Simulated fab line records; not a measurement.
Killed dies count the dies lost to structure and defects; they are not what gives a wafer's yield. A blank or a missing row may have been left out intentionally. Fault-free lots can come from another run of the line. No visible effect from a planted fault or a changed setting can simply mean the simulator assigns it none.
What tool caused it? / flow berkeley cmos170 / 45 wafers from 15 lots sampled at 5 of the route's 331 steps

## WHAT THE GAUGES SHOWED, per wafer
UCB170_NWELL_THK_MEAS_02. Usual: NWELL_OXIDE_THK gives 26.2 nm (standard deviation 0.56).
lot=L271; measured=day 2 00:46; on=film metro-02; NWELL_OXIDE_THK (nm)=26.0 26.0 26.3; flag=
lot=L275; measured=day 2 19:09; on=film metro-04; NWELL_OXIDE_THK (nm)=26.1 26.3 26.1; flag=
lot=L278; measured=day 3 10:36; on=film metro-04; NWELL_OXIDE_THK (nm)=25.8 25.2 25.9; flag=
lot=L277; measured=day 3 10:37; on=film metro-02; NWELL_OXIDE_THK (nm)=26.4 26.3 25.9; flag=
lot=L279; measured=day 3 17:58; on=film metro-04; NWELL_OXIDE_THK (nm)=26.1 26.6 27.0; flag=
lot=L280; measured=day 4 00:12; on=film metro-02; NWELL_OXIDE_THK (nm)=26.6 26.1 26.8; flag=
lot=L281; measured=day 4 04:44; on=film metro-04; NWELL_OXIDE_THK (nm)=27.5 27.3 27.4; flag=
lot=L285; measured=day 5 00:57; on=film metro-02; NWELL_OXIDE_THK (nm)=26.3 26.0 26.5; flag=
lot=L288; measured=day 5 17:46; on=film metro-02; NWELL_OXIDE_THK (nm)=27.3 27.2 26.7; flag=
lot=L289; measured=day 5 20:33; on=film metro-02; NWELL_OXIDE_THK (nm)=25.4 25.0 25.3; flag=
lot=L290; measured=day 6 01:04; on=film metro-01; NWELL_OXIDE_THK (nm)=26.8 26.7 26.4; flag=
lot=L291; measured=day 6 01:04; on=film metro-02; NWELL_OXIDE_THK (nm)=26.3 26.4 26.7; flag=
lot=L292; measured=day 6 06:30; on=film metro-01; NWELL_OXIDE_THK (nm)=26.2 26.1 25.9; flag=
lot=L293; measured=day 6 15:51; on=film metro-04; NWELL_OXIDE_THK (nm)=25.2 25.1 25.3; flag=
lot=L294; measured=day 6 17:18; on=film metro-04; NWELL_OXIDE_THK (nm)=26.7 26.6 26.3; flag=

UCB170_SCREENOX_THK_MEAS_02. Usual: SCREENOX_OXIDE_THK gives 14.36 nm (standard deviation 0.2).
lot=L271; measured=day 5 10:51; on=film metro-03; SCREENOX_OXIDE_THK (nm)=14.45 14.37 14.57; flag=
lot=L275; measured=day 6 08:34; on=film metro-03; SCREENOX_OXIDE_THK (nm)=14.58 14.35 14.56; flag=
lot=L278; measured=day 6 21:36; on=film metro-03; SCREENOX_OXIDE_THK (nm)=14.19 14.43 14.04; flag=
lot=L277; measured=day 7 02:47; on=film metro-01; SCREENOX_OXIDE_THK (nm)=22.77 22.95 22.89; flag=OFF
lot=L279; measured=day 7 08:50; on=film metro-03; SCREENOX_OXIDE_THK (nm)=14.42 14.34 14.43; flag=
lot=L280; measured=day 7 08:49; on=film metro-01; SCREENOX_OXIDE_THK (nm)=14.63 14.74 14.52; flag=
lot=L281; measured=day 7 20:58; on=film metro-01; SCREENOX_OXIDE_THK (nm)=22.26 22.33 22.58; flag=OFF
lot=L285; measured=day 8 15:26; on=film metro-02; SCREENOX_OXIDE_THK (nm)=22.50 21.95 22.46; flag=OFF
lot=L288; measured=day 8 13:15; on=film metro-03; SCREENOX_OXIDE_THK (nm)=14.47 14.32 14.51; flag=
lot=L289; measured=day 8 23:16; on=film metro-03; SCREENOX_OXIDE_THK (nm)=14.47 14.72 14.56; flag=
lot=L290; measured=day 9 12:01; on=film metro-03; SCREENOX_OXIDE_THK (nm)=14.28 14.36 14.44; flag=
lot=L291; measured=day 9 12:01; on=film metro-02; SCREENOX_OXIDE_THK (nm)=14.15 14.47 14.17; flag=
lot=L292; measured=day 9 19:45; on=film metro-01; SCREENOX_OXIDE_THK (nm)=13.94 13.92 13.85; flag=
lot=L293; measured=day 10 00:05; on=film metro-03; SCREENOX_OXIDE_THK (nm)=14.61 14.81 14.37; flag=
lot=L294; measured=day 10 00:05; on=film metro-01; SCREENOX_OXIDE_THK (nm)=14.38 14.19 14.19; flag=

UCB170_PLDD_CD_MEAS_06: target cd 1200 nm. Usual: cd nm at 1200.3 nm, with a standard deviation of 1.6.
lot=L271; measured=day 6 11:04; on=cd sem-02; cd nm (nm)=1201.2 1199.6 1199.4; flag=
lot=L275; measured=day 7 08:09; on=cd sem-01; cd nm (nm)=1202.2 1202.0 1202.0; flag=
lot=L278; measured=day 7 21:05; on=cd sem-02; cd nm (nm)=1200.4 1200.2 1201.8; flag=
lot=L277; measured=day 7 21:39; on=cd sem-01; cd nm (nm)=1201.9 1202.0 1200.5; flag=
lot=L279; measured=day 8 08:02; on=cd sem-02; cd nm (nm)=1202.2 1204.0 1203.4; flag=
lot=L280; measured=day 8 07:45; on=cd sem-01; cd nm (nm)=1198.5 1198.5 1197.8; flag=
lot=L281; measured=day 8 20:38; on=cd sem-01; cd nm (nm)=1200.8 1201.9 1201.8; flag=
lot=L285; measured=day 9 13:22; on=cd sem-01; cd nm (nm)=1201.3 1201.1 1202.0; flag=
lot=L288; measured=day 9 12:53; on=cd sem-01; cd nm (nm)=1200.0 1200.7 1200.3; flag=
lot=L289; measured=day 10 01:51; on=cd sem-02; cd nm (nm)=1197.8 1199.8 1200.9; flag=
lot=L290; measured=day 10 15:41; on=cd sem-02; cd nm (nm)=1201.0 1201.2 1200.3; flag=
lot=L291; measured=day 10 15:37; on=cd sem-01; cd nm (nm)=1198.7 1199.0 1198.8; flag=
lot=L292; measured=day 10 16:13; on=cd sem-01; cd nm (nm)=1198.2 1197.9 1197.9; flag=
lot=L293; measured=day 10 16:23; on=cd sem-02; cd nm (nm)=1200.9 1201.6 1200.2; flag=
lot=L294; measured=day 10 22:55; on=cd sem-02; cd nm (nm)=1199.7 1200.3 1200.6; flag=

UCB170_NSD_OVL_MEAS_07. Usual: NSD_OVL gives -2 nm (standard deviation 6.4).
lot=L271; measured=day 6 20:15; on=overlay-01; NSD_OVL (nm)=3 -5 0; flag=
lot=L275; measured=day 8 00:37; on=overlay-02; NSD_OVL (nm)=7 7 13; flag=
lot=L278; measured=day 8 09:53; on=overlay-01; NSD_OVL (nm)=9 5 7; flag=
lot=L277; measured=day 8 09:21; on=overlay-01; NSD_OVL (nm)=-7 -7 -8; flag=
lot=L279; measured=day 8 18:44; on=overlay-01; NSD_OVL (nm)=-7 -10 -10; flag=
lot=L280; measured=day 8 18:37; on=overlay-02; NSD_OVL (nm)=-16 -12 -12; flag=
lot=L281; measured=day 9 09:35; on=overlay-02; NSD_OVL (nm)=12 -6 12; flag=
lot=L285; measured=day 10 01:44; on=overlay-01; NSD_OVL (nm)=0 0 -4; flag=
lot=L288; measured=day 10 01:00; on=overlay-01; NSD_OVL (nm)=-1 2 2; flag=
lot=L289; measured=day 10 14:56; on=overlay-01; NSD_OVL (nm)=-14 -11 -16; flag=
lot=L290; measured=day 11 00:04; on=overlay-01; NSD_OVL (nm)=-1 -3 -2; flag=
lot=L291; measured=day 11 00:14; on=overlay-01; NSD_OVL (nm)=-6 -3 -1; flag=
lot=L292; measured=day 11 01:03; on=overlay-02; NSD_OVL (nm)=2 -4 -10; flag=
lot=L293; measured=day 11 06:28; on=overlay-02; NSD_OVL (nm)=-5 -8 3; flag=
lot=L294; measured=day 11 11:37; on=overlay-01; NSD_OVL (nm)=2 1 5; flag=

## TOOL THAT RAN EACH LOT (tool first, then ch and the chambers of the sampled wafers, then the start)
lot=L271; UCB170_SCREENOX_OXIDATION_01=furnace-03 ch 0, day 5 09:10
lot=L275; UCB170_SCREENOX_OXIDATION_01=furnace-03 ch 0, day 6 06:52
lot=L278; UCB170_SCREENOX_OXIDATION_01=furnace-04 ch 0, day 6 19:56
lot=L277; UCB170_SCREENOX_OXIDATION_01=furnace-04 ch 0, day 6 19:56
lot=L279; UCB170_SCREENOX_OXIDATION_01=furnace-03 ch 0, day 7 07:10
lot=L280; UCB170_SCREENOX_OXIDATION_01=furnace-03 ch 0, day 7 07:10
lot=L281; UCB170_SCREENOX_OXIDATION_01=furnace-04 ch 0, day 7 16:48 and furnace-02 ch 0, day 7 19:17
lot=L285; UCB170_SCREENOX_OXIDATION_01=furnace-02 ch 0, day 8 11:35 and furnace-04 ch 0, day 8 13:44
lot=L288; UCB170_SCREENOX_OXIDATION_01=furnace-02 ch 0, day 8 11:35
lot=L289; UCB170_SCREENOX_OXIDATION_01=furnace-02 ch 0, day 8 21:35
lot=L290; UCB170_SCREENOX_OXIDATION_01=furnace-03 ch 0, day 9 10:19
lot=L291; UCB170_SCREENOX_OXIDATION_01=furnace-03 ch 0, day 9 10:19
lot=L292; UCB170_SCREENOX_OXIDATION_01=furnace-03 ch 0, day 9 18:04
lot=L293; UCB170_SCREENOX_OXIDATION_01=furnace-03 ch 0, day 9 22:25
lot=L294; UCB170_SCREENOX_OXIDATION_01=furnace-03 ch 0, day 9 22:25
- UCB170_SCREENOX_OXIDATION_01: target thk 14.4 nm, ox time 2400 s.

## WHAT THE TOOLS THEMSELVES READ (means of the sampled wafers that have a number; where no wafer has one, the mark that the record gives instead)
UCB170_SCREENOX_OXIDATION_01. Usual: ox temp c max 904.4, standard deviation 1.7; spike tc source C 923.7 C, standard deviation 2.3; tube center temp C 900 C, standard deviation 0.077.
lot=L271; tool=furnace-03; ox temp c max=903.4; spike tc source C (C)=926.3; tube center temp C (C)=900; flag=
lot=L275; tool=furnace-03; ox temp c max=903.0; spike tc source C (C)=925.9; tube center temp C (C)=900; flag=
lot=L278; tool=furnace-04; ox temp c max=904.0; spike tc source C (C)=919.7; tube center temp C (C)=900; flag=
lot=L277; tool=furnace-04; ox temp c max=903.7; spike tc source C (C)=920.3; tube center temp C (C)=900; flag=
lot=L279; tool=furnace-03; ox temp c max=903.4; spike tc source C (C)=925.2; tube center temp C (C)=900; flag=
lot=L280; tool=furnace-03; ox temp c max=904.1; spike tc source C (C)=926.0; tube center temp C (C)=900; flag=
lot=L281; tool=furnace-04/furnace-02; ox temp c max=905.4; spike tc source C (C)=922.1; tube center temp C (C)=900; flag=
lot=L285; tool=furnace-02/furnace-04; ox temp c max=905.7; spike tc source C (C)=921.9; tube center temp C (C)=900; flag=
lot=L288; tool=furnace-02; ox temp c max=907.8; spike tc source C (C)=924.0; tube center temp C (C)=900; flag=
lot=L289; tool=furnace-02; ox temp c max=907.1; spike tc source C (C)=923.9; tube center temp C (C)=900; flag=
lot=L290; tool=furnace-03; ox temp c max=903.4; spike tc source C (C)=924.8; tube center temp C (C)=900; flag=
lot=L291; tool=furnace-03; ox temp c max=903.1; spike tc source C (C)=926.0; tube center temp C (C)=900; flag=
lot=L292; tool=furnace-03; ox temp c max=903.4; spike tc source C (C)=924.7; tube center temp C (C)=900; flag=
lot=L293; tool=furnace-03; ox temp c max=903.7; spike tc source C (C)=925.3; tube center temp C (C)=900; flag=
lot=L294; tool=furnace-03; ox temp c max=903.5; spike tc source C (C)=925.7; tube center temp C (C)=900; flag=

## THE ANSWER, worked out from the rows above alone
Rule: a lot counts as off when the mean over its wafers that have a number is more than 3 standard deviations away from the usual mean. Also off: a lot with no number at a reading for which 4 or more lots have one. Where the step has rows for the other lots, those lots are counted as sound. After the gauges, taken in route order, come the tools' own readings; for these a lot's mean is taken, as printed above. At the first step where some lot is off, the reading lying furthest off is the one used; lots without a number count as furthest.
Off: L277, L281, L285, at UCB170_SCREENOX_THK_MEAS_02 (SCREENOX_OXIDE_THK).
A tool fits if, at a process step before that reading, it ran every lot that is off, and no sound lot after the first of them. Those tools and the gauges at UCB170_SCREENOX_THK_MEAS_02 are tried in the same way. One fits: furnace-04 at UCB170_SCREENOX_OXIDATION_01. Its last sound lot is L278 (day 6 19:56), its first lot that is off L277 (day 6 19:56): a fault that began between those two fits.

## WHAT THE SIMULATOR PUT IN
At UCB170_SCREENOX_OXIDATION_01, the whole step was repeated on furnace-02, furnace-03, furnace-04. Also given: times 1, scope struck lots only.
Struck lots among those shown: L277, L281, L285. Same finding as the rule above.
